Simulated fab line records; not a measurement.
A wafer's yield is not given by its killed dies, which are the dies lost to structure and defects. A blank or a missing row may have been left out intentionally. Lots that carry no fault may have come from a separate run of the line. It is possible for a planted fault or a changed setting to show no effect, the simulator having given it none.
Split-lot study -- flow rit_cmos -- route with 202 steps; 5 lots, 23 wafers read

ON THE SPLIT
At RIT_SILICIDE_SPUTTER_01 (material Ti, target thk 30 nm, time 240 s), the setting power_w was moved away from the recipe's 350 W on 10 of the 23 wafers read, by -9.9% to +10.3%. This setting was run at the recipe's value on the other wafers.

BETWEEN THE SPLIT AND THE READING: the file shows 1 step in between
- RIT_SILICIDE_RS_MEAS_02: measures by four-point-probe

THE READING
SILICIDE_TI_THK, in nm, at RIT_SILICIDE_THK_MEAS_03 (measures by xrf). A value of 30.2 nm with a standard deviation of 0.45 nm is what fault-free wafers of this fab line usually give.

wafer,"tool, chamber at the split","power_w as run, W",against the recipe,"SILICIDE_TI_THK, nm",against lot-mates on the recipe
L075.2,"pvd_sputter-01, -",326.8,-6.6%,27.9,-2.2
L075.3,"pvd_sputter-01, -",350,recipe,30.0,-
L075.4,"pvd_sputter-01, -",326.8,-6.6%,27.9,-2.2
L075.5,"pvd_sputter-01, -",350,recipe,30.5,-
L075.6,"pvd_sputter-01, -",350,recipe,29.9,-
L077.1,"pvd_sputter-01, -",350,recipe,29.7,-
L077.3,"pvd_sputter-01, -",315.4,-9.9%,26.8,-3.1
L077.4,"pvd_sputter-01, -",350,recipe,30.2,-
L077.5,"pvd_sputter-01, -",315.4,-9.9%,26.8,-3.1
L077.6,"pvd_sputter-01, -",315.4,-9.9%,27.1,-2.8
L076.1,"pvd_sputter-02, -",350,recipe,30.8,-
L076.3,"pvd_sputter-02, -",350,recipe,30.6,-
L076.4,"pvd_sputter-02, -",385.9,+10.3%,33.8,+3.1
L076.5,"pvd_sputter-02, -",385.9,+10.3%,33.4,+2.7
L076.6,"pvd_sputter-02, -",385.9,+10.3%,34.2,+3.5
L078.1,"pvd_sputter-04, -",350,recipe,30.0,-
L078.2,"pvd_sputter-04, -",323.7,-7.5%,27.6,-2.5
L078.3,"pvd_sputter-04, -",350,recipe,30.2,-
L078.4,"pvd_sputter-04, -",350,recipe,30.2,-
L078.6,"pvd_sputter-04, -",323.7,-7.5%,28.0,-2.1
L079.4,"pvd_sputter-01, -",350,recipe,29.7,-
L079.5,"pvd_sputter-01, -",350,recipe,29.7,-
L079.6,"pvd_sputter-01, -",350,recipe,29.2,-

THE FIT
A straight line over all 23 wafers: SILICIDE_TI_THK changes by +0.338 nm for each +1% of power_w; r = +0.98; the points scatter about the line by 0.38 nm.
The same after taking each lot's own level away (the mean of its wafers on the recipe; 23 wafers): +0.309 nm for each +1%; r = +0.99; scatter 0.23 nm.
That fit puts the effect of the largest move of power_w on the reading at 3.2 nm.
Measured against the standard deviation above, the lots' own levels, which go from 29.53 to 30.70 nm, span 2.6 times it.
Hence the lot-to-lot level has little effect on the slope; both slopes agree.
Check: for one of the wafers moved furthest among these (+10.3%), held out of the fit, the line's prediction against its lot-mates is +3.15 nm. Against them it came out at +3.1 nm.

FURTHER SPLITS ON THESE WAFERS
These wafers also went through other splits before the reading. Each is held against what the fit with the lots' levels taken away leaves over:
other split on the same wafers,wafers away from the commonest value,r with SILICIDE_TI_THK (lot level and that fit taken away)
RIT_SPACER_CVD_03 time_s,5,-0.06
RIT_NSD_IMPLANT_08 dose_cm2,11,-0.07
RIT_PSD_IMPLANT_08 energy_kev,2,-0.01

THE WHOLE CHAIN: every reading that the file lists as answering this split, in the file's order
step,what it does,reading,change (the file's fit),r (the file's)
RIT_SILICIDE_SPUTTER_01,"material Ti, target thk 30 nm, time 240 s","Ti_of_SILICIDE_SPUTTER_01.thk_nm (the simulator's own value, which no gauge read)",+0.309 nm for each +1% of the setting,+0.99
RIT_SILICIDE_RS_MEAS_02,measures by four-point-probe,SILICIDE_TI_RS,-0.64 for each +1% of the setting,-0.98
RIT_SILICIDE_THK_MEAS_03,measures by xrf,SILICIDE_TI_THK,+0.311 for each +1% of the setting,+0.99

FILE'S OWN FIT
SILICIDE_TI_THK changes by +0.311 nm for each +1% of power_w, r = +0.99.
